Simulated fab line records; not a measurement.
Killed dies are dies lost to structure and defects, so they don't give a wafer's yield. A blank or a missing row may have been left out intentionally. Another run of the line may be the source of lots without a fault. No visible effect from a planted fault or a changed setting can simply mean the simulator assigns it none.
Which tool is to blame? ; flow berkeleyCmos170 ; Sampling: 15 lots, 45 wafers, 6 of 331 route steps

== WHAT EACH GAUGE READ, for each wafer ==
UCB170_SCREENOX_THK_MEAS_02. Usual: SCREENOX_OXIDE_THK 14.47 nm, standard deviation 0.28.
lot;measured;on;SCREENOX_OXIDE_THK (nm);flag
L907;day 5 09:16;filmMetro-01;14.64 14.70 14.68;
L906;day 5 09:17;filmMetro-02;14.44 14.37 14.51;
L909;day 5 09:18;filmMetro-03;14.13 14.50 14.22;
L908;day 5 09:20;filmMetro-02;14.71 14.58 14.88;
L910;day 5 17:50;filmMetro-02;13.95 13.83 13.76;
L911;day 6 02:17;filmMetro-03;14.56 14.45 14.73;
L912;day 6 02:17;filmMetro-02;14.59 14.60 14.49;
L913;day 6 10:55;filmMetro-01;14.44 14.72 14.40;
L914;day 6 10:55;filmMetro-02;14.27 14.40 14.42;
L916;day 6 18:35;filmMetro-02;14.26 14.65 14.43;
L915;day 6 18:36;filmMetro-03;14.76 14.55 14.57;
L917;day 7 05:05;filmMetro-03;14.04 13.92 14.11;
L918;day 7 05:07;filmMetro-01;14.40 14.35 14.33;
L920;day 7 18:23;filmMetro-02;14.58 14.42 14.73;
L919;day 7 18:28;filmMetro-02;14.47 14.61 14.70;

UCB170_GATE_CD_MEAS_12 targets a cd of 350 nm. Usual: cdNm 349.7 nm, standard deviation 1.1.
lot;measured;on;cdNm (nm);flag
L907;day 6 02:08;cdSem-02;349.3 348.7 349.5;
L906;day 6 02:20;cdSem-01;349.6 348.4 348.7;
L909;day 6 02:32;cdSem-01;349.2 349.4 349.7;
L908;day 6 02:29;cdSem-02;350.7 351.1 350.6;
L910;day 6 12:55;cdSem-02;349.4 347.9 349.1;
L911;day 6 18:23;cdSem-02;350.0 350.0 349.9;
L912;day 6 18:45;cdSem-02;350.6 351.0 351.3;
L913;day 7 06:40;cdSem-01;349.2 349.7 349.6;
L914;day 7 06:25;cdSem-02;349.5 350.3 349.3;
L916;day 7 16:30;cdSem-02;350.5 348.6 348.9;
L915;day 7 17:00;cdSem-01;349.5 349.3 350.1;
L917;day 8 01:29;cdSem-02;348.9 348.5 346.9;
L918;day 8 01:16;cdSem-01;349.9 348.9 350.7;
L920;day 8 14:16;cdSem-02;350.6 350.8 350.1;
L919;day 8 14:19;cdSem-01;350.4 350.5 351.3;

UCB170_PLDD_TW_MEAS_11. Usual: PLDD_TW 1011, standard deviation 8.8.
lot;measured;on;PLDD_TW;flag
L907;day 6 04:32;filmMetro-02;1029 1024 1019;
L906;day 6 04:46;filmMetro-03;1006 1005 1004;
L909;day 6 05:01;filmMetro-03;1006 1008 1007;
L908;day 6 05:07;filmMetro-03;1014 1005 1004;
L910;day 6 15:18;filmMetro-01;999 996 994;
L911;day 6 20:44;filmMetro-03;1008 1004 1005;
L912;day 6 20:58;filmMetro-02;1027 1022 1024;
L913;day 7 10:07;filmMetro-02;1022 1021 1023;
L914;day 7 09:53;filmMetro-02;1014 1016 1021;
L916;day 7 19:07;filmMetro-02;1021 1023 1027;
L915;day 7 19:38;filmMetro-03;1009 1010 1007;
L917;day 8 03:40;filmMetro-03;879 877 874 877 879 876;OFF
L918;day 8 03:26;filmMetro-02;895 893 895 896 892 890;OFF
L920;day 8 17:08;filmMetro-02;887 891 885 887 889 888;OFF
L919;day 8 17:23;filmMetro-03;877 875 875 876 879 874;OFF

UCB170_SDANNEAL_RS_MEAS_04: a four-point-probe measurement. Usual: PLDD_RS 1033 ohm/sq, standard deviation 3.4.
lot;measured;on;PLDD_RS (ohm/sq);flag
L907;day 6 16:56;filmMetro-01;1033 1035 1036;
L906;day 6 19:46;filmMetro-02;1031 1026 1027;
L909;day 6 19:48;filmMetro-01;1031 1030 1033;
L908;day 6 19:59;filmMetro-03;1033 1033 1034;
L910;day 7 01:36;filmMetro-01;1034 1034 1032;
L911;day 7 09:14;filmMetro-02;1032 1035 1033;
L912;day 7 09:20;filmMetro-01;1033 1034 1034;
L913;day 7 23:34;filmMetro-03;1037 1035 1035;
L914;day 7 22:10;filmMetro-03;1033 1039 1035;
L916;day 8 06:51;filmMetro-03;1032 1035 1033;
L915;day 8 06:59;filmMetro-02;1032 1033 1029;
L917;day 8 20:39;filmMetro-01;934 935 936 933 933 933;OFF
L918;day 8 16:47;filmMetro-02;927 926 927 928 924 928;OFF
L920;day 9 14:53;filmMetro-01;930 933 931 931 933 933;OFF
L919;day 9 08:53;filmMetro-03;935 934 933 932 932 930;OFF

== WHAT TOOL EACH LOT RAN ON (gives the tool, then ch and the chambers of the sampled wafers, and finally the start) ==
lot;UCB170_PLDD_IMPLANT_08;UCB170_NLDD_STRIP_10
L907;implanter-04 ch 0, day 6 04:08;plasmaAsher-04 ch 0,1, day 6 06:11
L906;implanter-03 ch 0, day 6 04:23;plasmaAsher-01 ch 0,1, day 6 06:28
L909;implanter-04 ch 0, day 6 04:37;plasmaAsher-02 ch 0,1, day 6 06:32
L908;implanter-01 ch 0, day 6 04:27;plasmaAsher-04 ch 0,1, day 6 06:49
L910;implanter-04 ch 0, day 6 14:54;plasmaAsher-04 ch 0,1, day 6 17:02
L911;implanter-04 ch 0, day 6 20:20;plasmaAsher-02 ch 0,1, day 6 22:22
L912;implanter-01 ch 0, day 6 20:35;plasmaAsher-04 ch 0,1, day 6 22:49
L913;implanter-04 ch 0, day 7 09:45;plasmaAsher-01 ch 0,1, day 7 12:02
L914;implanter-03 ch 0, day 7 09:31;plasmaAsher-04 ch 0,1, day 7 11:46
L916;implanter-03 ch 0, day 7 18:44;plasmaAsher-01 ch 0,1, day 7 20:46
L915;implanter-04 ch 0, day 7 19:16;plasmaAsher-04 ch 0,1, day 7 21:31
L917;implanter-04 ch 0, day 8 03:16;plasmaAsher-01 ch 0,1, day 8 09:29
L918;implanter-03 ch 0, day 8 03:04;plasmaAsher-01 ch 0,1, day 8 07:49
L920;implanter-03 ch 0, day 8 16:44;plasmaAsher-04 ch 0,1, day 9 06:33
L919;implanter-04 ch 0, day 8 17:01;plasmaAsher-01 ch 0,1, day 9 01:59
- UCB170_PLDD_IMPLANT_08
- UCB170_NLDD_STRIP_10: strips in O2.

== AS READ BY THE TOOLS THEMSELVES (means over the sampled wafers that have a number; for cases with no such wafer, the mark the record gives instead) ==
UCB170_PLDD_IMPLANT_08. Usual: tiltDeg 6.997 degrees, standard deviation 0.019.
lot;tool;tiltDeg (degrees);flag
L907;implanter-04;6.996;
L906;implanter-03;7.024;
L909;implanter-04;6.999;
L908;implanter-01;6.967;
L910;implanter-04;6.990;
L911;implanter-04;7.021;
L912;implanter-01;7.021;
L913;implanter-04;7.001;
L914;implanter-03;6.997;
L916;implanter-03;7.005;
L915;implanter-04;6.957;
L917;implanter-04;6.999;
L918;implanter-03;6.983;
L920;implanter-03;6.986;
L919;implanter-04;6.998;

UCB170_NLDD_STRIP_10. Usual: drypumpMotorCurrentA 5.8 A, standard deviation 0.58; oesProductAu 0.735 a.u., standard deviation 0.0044; stripTimeToEndpointS 21.63 s, standard deviation 0.064.
lot;tool;drypumpMotorCurrentA (A);oesProductAu (a.u.);stripTimeToEndpointS (s);flag
L907;plasmaAsher-04;6.4;0.733;21.64;
L906;plasmaAsher-01;5.2;0.736;21.72;
L909;plasmaAsher-02;5.4;0.738;21.58;
L908;plasmaAsher-04;6.4;0.730;21.58;
L910;plasmaAsher-04;6.4;0.736;21.58;
L911;plasmaAsher-02;5.4;0.732;21.62;
L912;plasmaAsher-04;6.4;0.734;21.62;
L913;plasmaAsher-01;5.2;0.736;21.63;
L914;plasmaAsher-04;6.4;0.736;21.63;
L916;plasmaAsher-01;5.5;0.737;21.62;
L915;plasmaAsher-04;6.4;0.735;21.66;
L917;plasmaAsher-01;5.6;0.739;21.69;
L918;plasmaAsher-01;5.5;0.734;21.71;
L920;plasmaAsher-04;6.4;0.734;21.66;
L919;plasmaAsher-01;5.5;0.731;21.64;

== THE ANSWER, worked out from the rows above alone ==
Rule: a lot is off if the mean of its wafers that have a number lies more than 3 standard deviations from the usual mean. A lot without any number at a reading at which 4 lots or more have one is off too. All remaining lots with rows at the step are treated as sound. The gauges are gone through in route order, then the tools' own readings, and for those a lot's mean is taken as printed above. The first step at which some lot is off is used, and at that step the reading that is off furthest; a lot without a number counts as furthest.
Off: at UCB170_PLDD_TW_MEAS_11 (PLDD_TW), L917, L918, L920, L919.
A tool fits if, at a process step before that reading, it ran every lot that is off, and no sound lot after the first of them. The gauges at UCB170_PLDD_TW_MEAS_11 are tried like those tools. No candidate that was tried fits.

== WHAT THE SIMULATOR HAD INSERTED ==
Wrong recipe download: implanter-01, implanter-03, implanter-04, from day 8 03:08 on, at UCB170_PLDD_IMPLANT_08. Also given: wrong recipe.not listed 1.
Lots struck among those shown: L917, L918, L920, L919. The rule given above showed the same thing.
